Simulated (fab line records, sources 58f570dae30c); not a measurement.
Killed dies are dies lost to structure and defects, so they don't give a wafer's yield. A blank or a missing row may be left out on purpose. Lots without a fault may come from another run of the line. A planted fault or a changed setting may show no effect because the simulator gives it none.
Problem report in the 8D (eight disciplines) form, filled by code | flow berkeley_cmos170 | the parts of the form that need people (team, actions taken, sign-off) are left out

1. THE PROBLEM
tube_center_temp_C at UCB170_FIELD_OXIDATION_01 reads a mean of 1006.2 C on 6 wafers of 2 lots; wafers without a fault read 1000.0 C with a standard deviation of 0.1. That is +62 standard deviations from the usual mean.
The step: target thk 558.3 nm, ox time 7200 s.
First seen on wafer L337.1, day 6 11:01, on furnace-01. The record holds 18 wafers of 6 lots with a number at this step. Rule for "out", or "out of limits": more than 4 standard deviations from the usual mean. The other wafers with a number count as sound.

2. WHAT IT IS AND WHAT IT IS NOT
question                    | is                                                            | is not
which readings at this step | tube_center_temp_C, spike_tc_centre_C, tube_center_temp_C_max | zone_power_centre_pct
which lots                  | L337, L344                                                    | L332, L336, L342, L348
which wafers of those lots  | all that have a number                                        | -
read on which tools         | furnace-01                                                    | furnace-04
when                        | from day 6 11:01                                              | up to then (6 sound wafers); but 6 sound wafers of L342, L348 came after

3. SUSPECTS, AND WHAT RULES EACH OUT
Counting: a tool at a process step up to the reading stays a suspect if it ran every lot that is out and no sound lot after the first of them.
- furnace-01 at UCB170_FIELD_OXIDATION_01 (target thk 558.3 nm, ox time 7200 s): kept. It ran every lot that is out, first L337 (day 6 11:01), and no sound lot after that; its last sound lot up to then is L336 (day 6 01:14). Its own readings are out on those wafers: spike_tc_centre_C, tube_center_temp_C, tube_center_temp_C_max.
Left after counting: furnace-01 at UCB170_FIELD_OXIDATION_01.

4. THE CAUSE (what the simulator had put in)
Process parameter drift: furnace-01, from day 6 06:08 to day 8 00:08, at UCB170_FIELD_OXIDATION_01. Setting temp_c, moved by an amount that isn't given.
Counting left only this tool.

5. THE CHAIN OF EFFECTS, in route order
Each row: a reading whose mean over the struck wafers that have a number lies more than 3 standard deviations from the usual. Only readings for which the record gives a usual standard deviation are gone through. hours: the time from each lot's start at the first step in this table that gives one to its start at this step, as a median over the lots. sigmas: the change in usual standard deviations.
hours | step                      | reading                | usual    | on struck wafers | change | sigmas
0     | UCB170_FIELD_OXIDATION_01 | spike_tc_centre_C      | 1002.9 C | 1008.6           | +5.8   | +4.8
0     | UCB170_FIELD_OXIDATION_01 | tube_center_temp_C     | 1000.0 C | 1006.2           | +6.2   | +62
0     | UCB170_FIELD_OXIDATION_01 | tube_center_temp_C_max | 1002.5   | 1008.5           | +6.0   | +15
The process steps in it:
- UCB170_FIELD_OXIDATION_01: target thk 558.3 nm, ox time 7200 s.
Later measuring or inspecting steps at which every struck wafer that the step has a row for has a number for every such reading, and none has moved that far: UCB170_FIELD_THK_MEAS_02, UCB170_FIELD_THK_MEAS_90, UCB170_SACOX_THK_MEAS_02, UCB170_SCREENOX_THK_MEAS_02, UCB170_NVT_OVL_MEAS_06, UCB170_NVT_TW_MEAS_09.

6. WHAT WOULD HAVE CAUGHT IT SOONER
In this record the first reading out of limits was taken at day 6 11:01, 5 hours after the fault began at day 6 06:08.
